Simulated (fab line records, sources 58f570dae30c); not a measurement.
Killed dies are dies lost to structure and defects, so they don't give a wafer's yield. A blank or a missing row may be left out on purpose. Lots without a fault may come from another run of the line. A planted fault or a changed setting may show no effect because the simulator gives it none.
fab line records | flow berkeley_cmos170
record lots=14 wafers=42 last_day=12
route steps=331 shown NWELL@27
lots that met no fault: from a run of the same line without faults
start_h: hours from the record's first day to the start of the lot's first wafer shown | wait_h: hours since the lot's step before | " the same as in the row above | L1.1+2: a row that stands for several wafers | - no value, or no start given | * or withheld: withheld | < > ~ a bound
route shown NAME@n: a module of which the file shows steps, and the number in the route of the first | usual: mean/standard deviation of fault-free wafers | same: alike in all rows | chamber/n: place in a boat | sites: the reading at each site | _std_site: their standard deviation | _edge_site: outer sites' mean less inner sites' | radius_mm: how far each site lies from the wafer's centre | mask NAME#n: copy n | behind: the tool/chamber that last shaped the wafer | hold: why the lot was held/for how many hours/how that ended | device: the transistor (n, p or np) that didn't switch | end of line: the same wafers' tests at the end of the route | a step without rows: its recipe alone | killed: dies lost to structure and defects at the first sort, not the wafer's yield | map: a wafer's dies, x killed, . not, _ none there
set.NAME: the setting as run; set.NAME@STEP: as run at that earlier step | model.NAME: the simulator's own value behind a step, which no gauge read
steps of the route over a sample of lots; a table a step, a row a wafer
services: from which hour (start_h, from the record's first day; less than 0 if before it) a tool's chamber was out of use, for how many hours, and why
## steps
# step UCB170_NWELL_ETCH_13
# recipe chemistry=CH3F/Ar/O2 target=Si3N4 stop_on=SiO2 CH3F_flow_sccm=20 Ar_flow_sccm=50 O2_flow_sccm=7 pressure_mtorr=50 rf_w=450 target_depth_a=2464 over_etch_frac=0.1 time_s=154
# usual CH3F_flow_sccm=20.00/0.057 O2_flow_sccm=7.004/0.021 drypump_motor_current_A=5.49/0.28 oes_product_au=0.942/0.016 over_etch_frac=0.1/0 throttle_valve_pct=7.97/0.12
# columns lot.wafer tool chamber start_h wait_h CH3F_flow_sccm O2_flow_sccm drypump_motor_current_A oes_product_au over_etch_frac rf_hours_counter_h throttle_valve_pct
L531.1 rie_diel-03 2 34.39 0.0 19.88 7.017 5.17 0.948 0.1 133 7.82
L531.5 " 1 " " 19.99 7.012 5.68 0.921 0.1 - 7.82
L531.6 " 0 " " 20.05 7.008 5.46 0.923 0.1 - 7.99
L532.2 rie_diel-04 3 40.43 0.0 19.97 6.968 5.04 0.957 0.1 130 7.94
L532.4 " 0 " " 20.03 7.026 5.87 0.955 0.1 85 8.02
L532.5 " 2 " " 20.04 7.040 5.03 0.943 0.1 - 8.01
L533.1 rie_diel-04 3 49.38 0.0 20.00 6.997 5.04 0.955 0.1 130 7.94
L533.2 " 0 " " 19.98 7.037 5.87 0.954 0.1 86 8.02
L533.6 " 0 " " 20.05 6.992 5.88 0.961 0.1 - 8.04
L534.2 rie_diel-03 3 49.62 0.0 19.92 6.990 5.47 0.949 0.1 77 7.94
L534.3 " 1 " " 19.95 7.017 5.65 0.926 0.1 103 7.82
L534.4 " 0 " " 19.96 6.996 5.46 0.912 0.1 33 8.00
L535.1 rie_diel-04 3 57.22 0.0 19.99 7.027 5.10 0.950 0.1 131 7.94
L535.3 " 1 " " 20.04 7.006 5.78 0.929 0.1 129 8.25
L535.6 " 2 " " 20.02 7.043 5.06 0.948 0.1 - 8.00
L536.2 rie_diel-01 2 57.48 0.0 19.94 7.005 6.00 0.966 0.1 162 8.06
L536.3 " 1 " " 19.93 7.015 5.50 0.952 0.1 81 7.93
L536.4 " 3 " " 19.91 7.000 5.47 0.934 0.1 130 7.79
L537.2 rie_diel-03 1 62.39 0.0 20.05 6.974 5.64 0.917 0.1 103 7.82
L537.3 " 0 " " 19.96 6.997 5.43 0.911 0.1 34 8.00
L537.4 " 2 " " 20.00 7.006 5.17 0.941 0.1 134 7.82
L539.2 rie_diel-03 0 69.61 0.0 19.92 6.966 5.46 0.914 0.1 34 8.00
L539.4 " 3 " " 19.87 7.030 5.53 0.951 0.1 78 7.96
L539.5 " 3 " " 19.99 7.035 5.51 0.942 0.1 - 7.94
L541.3 rie_diel-03 0 78.47 0.0 19.93 7.026 5.44 0.920 0.1 35 7.99
L541.5 " 3 " " 20.00 6.980 5.54 0.944 0.1 - 7.96
L541.6 " 0 " " 19.86 6.998 5.46 0.910 0.1 - 8.00
L547.2 rie_diel-01 0 114.68 0.0 - - - - - - -
L547.3 " 3 " " - - - - - - -
L547.6 " 1 " " - - - - - - -
L548.2 rie_diel-01 2 116.08 0.0 - - - - - - -
L548.4 " 0 " " - - - - - - -
L548.5 " 1 " " - - - - - - -
L550.1 rie_diel-04 2 128.80 0.0 19.89 6.994 5.05 0.943 0.1 57 8.01
L550.3 " 1 " " 19.97 7.020 5.77 0.923 0.1 132 8.24
L550.5 " 0 " " 19.95 7.022 5.88 0.950 0.1 - 8.04
L553.1 rie_diel-03 1 143.64 0.0 19.96 6.991 5.63 0.920 0.1 107 7.81
L553.2 " 2 " " 20.00 6.990 5.17 0.944 0.1 138 7.84
L553.3 " 3 " " 20.05 6.996 5.51 0.941 0.1 81 7.96
L554.1 rie_diel-01 2 148.43 0.0 20.06 7.016 6.03 0.962 0.1 2 8.07
L554.2 " 0 " " 20.07 6.994 5.27 0.988 0.1 133 8.03
L554.4 " 2 " " 20.11 7.048 6.02 0.953 0.1 - 8.09
# step UCB170_NWELL_STRIP_15
# recipe chemistry=O2 power_w=400 pressure_mtorr=3500 platen_temp_c=withheld o2_flow_sccm=400 overash_fraction=0.5
# usual drypump_motor_current_A=5.6/0.45 oes_product_au=0.721/0.0044 strip_time_to_endpoint_s=18.02/0.1
# columns lot.wafer tool chamber start_h wait_h drypump_motor_current_A oes_product_au rf_hours_counter_h strip_time_to_endpoint_s
L531.1 plasma_asher-04 1 34.64 0.1 6.4 0.711 24 18.20
L531.5 " 0 " " 5.3 0.718 - 18.28
L531.6 " 1 " " 6.4 0.726 - 18.17
L532.2 plasma_asher-01 0 40.68 0.1 5.2 0.722 31 17.94
L532.4 " 0 " " 5.2 0.724 - 18.07
L532.5 " 1 " " 5.4 0.724 - 18.06
L533.1 plasma_asher-02 1 49.63 0.1 6.1 0.718 34 18.11
L533.2 " 0 " " 5.1 0.725 34 18.15
L533.6 " 1 " " 6.1 0.725 - 17.99
L534.2 plasma_asher-04 1 49.88 0.1 6.3 0.717 25 18.24
L534.3 " 0 " " 5.3 0.716 - 18.30
L534.4 " 1 " " 6.4 0.722 - 18.15
L535.1 plasma_asher-02 1 57.47 0.1 6.1 0.725 35 17.96
L535.3 " 1 " " 6.1 0.722 - 17.96
L535.6 " 0 " " 5.1 0.718 - 18.02
L536.2 plasma_asher-01 0 57.73 0.1 5.3 0.719 32 17.94
L536.3 " 1 " " 5.4 0.726 - 18.02
L536.4 " 0 " " 5.3 0.723 - 18.07
L537.2 plasma_asher-01 0 62.64 0.1 5.3 0.715 33 17.89
L537.3 " 0 " " 5.2 0.723 - 17.94
L537.4 " 1 " " 5.4 0.722 - 17.87
L539.2 plasma_asher-02 1 69.86 0.1 6.1 0.724 37 18.01
L539.4 " 1 " " 6.1 0.711 - 18.02
L539.5 " 1 " " 6.1 0.721 - 18.01
L541.3 plasma_asher-01 1 78.75 0.1 5.4 0.724 - 18.04
L541.5 " 1 " " 5.4 0.724 - 18.12
L541.6 " 0 " " 5.2 0.725 - 18.10
L547.2 plasma_asher-04 0 114.93 0.1 5.3 0.734 33 21.53
L547.3 " 0 " " 5.3 0.733 - 21.59
L547.6 " 0 " " 5.3 0.730 - 21.52
L548.2 plasma_asher-04 1 116.34 0.1 6.4 0.730 33 21.65
L548.4 " 1 " " 6.4 0.733 - 21.65
L548.5 " 1 " " 6.4 0.739 - 21.61
L550.1 plasma_asher-02 0 129.06 0.1 5.1 0.715 44 17.98
L550.3 " 1 " " 6.1 0.721 - 18.03
L550.5 " 1 " " 6.1 0.724 - 17.99
L553.1 plasma_asher-04 1 143.89 0.1 6.4 0.718 36 18.10
L553.2 " 0 " " 5.3 0.722 36 18.15
L553.3 " 0 " " 5.3 0.721 - 18.15
L554.1 plasma_asher-01 0 148.74 0.1 5.3 0.721 3 17.82
L554.2 " 1 " " 5.4 0.719 3 17.95
L554.4 " 1 " " 5.4 0.722 - 17.84
## services
# columns tool chamber start_h hours kind
rie_diel-01 - 19.67 0.7 repair
rie_diel-03 0 38.76 2.1 repair
rie_diel-04 3 42.75 2.8 repair
rie_diel-01 - 62.61 0.4 repair
rie_diel-01 2 83.89 - clean
rie_diel-01 2 83.89 21.2 scheduled_down
rie_diel-01 2 83.89 21.2 vent_cycle
rie_diel-01 - 89.83 0.6 repair
plasma_asher-01 - 98.02 2.8 pm
rie_diel-04 2 104.92 3.3 repair
rie_diel-03 - 107.32 14.6 pm
plasma_asher-01 - 108.75 9.0 pm
plasma_asher-01 0 108.75 9.0 vent_cycle
plasma_asher-01 1 108.75 9.0 vent_cycle
rie_diel-04 1 110.23 4.1 repair
plasma_asher-01 0 117.75 - clean
plasma_asher-01 1 117.75 - clean
rie_diel-03 3 125.53 4.9 repair
rie_diel-03 1 133.39 4.7 repair
rie_diel-03 0 135.29 7.5 repair
rie_diel-01 3 145.47 6.0 repair
rie_diel-01 1 147.38 10.7 repair
## key
first_sign step=UCB170_NWELL_ETCH_13 reading=tool_record direction=missing
effect step=UCB170_NWELL_STRIP_15 reading=strip_time_to_endpoint_s direction=up sigmas=35 usual=* struck=*
met_at UCB170_NWELL_ETCH_13
struck_lots L547,L548
later_rows_left_out L547.2,L547.3,L547.6,L548.2,L548.4,L548.5
sort_left_out L547.2,L547.3,L547.6,L548.2,L548.4,L548.5
tester_left_out L547,L548
onset_between 57.48 114.68
fault kind=skipped_step_whole tool=rie_diel-01 chamber=- onset_h=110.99 steps=UCB170_NWELL_ETCH_13 scope=struck_lots_only
# tester_left_out: of these lots the tester's yield and bins aren't shown, on N5 and GAA mostly nor the transistor test; their killed dies are dies lost to structure and defects alone, not to doping, threshold or leakage, so they don't give the yield
# sort_left_out: the simulated sort isn't trusted on such a fault, so these wafers' sort isn't shown, and their yield isn't known
# later_rows_left_out: the simulator's readings of these wafers behind a module that went badly wrong aren't trusted and aren't shown, but for the sort
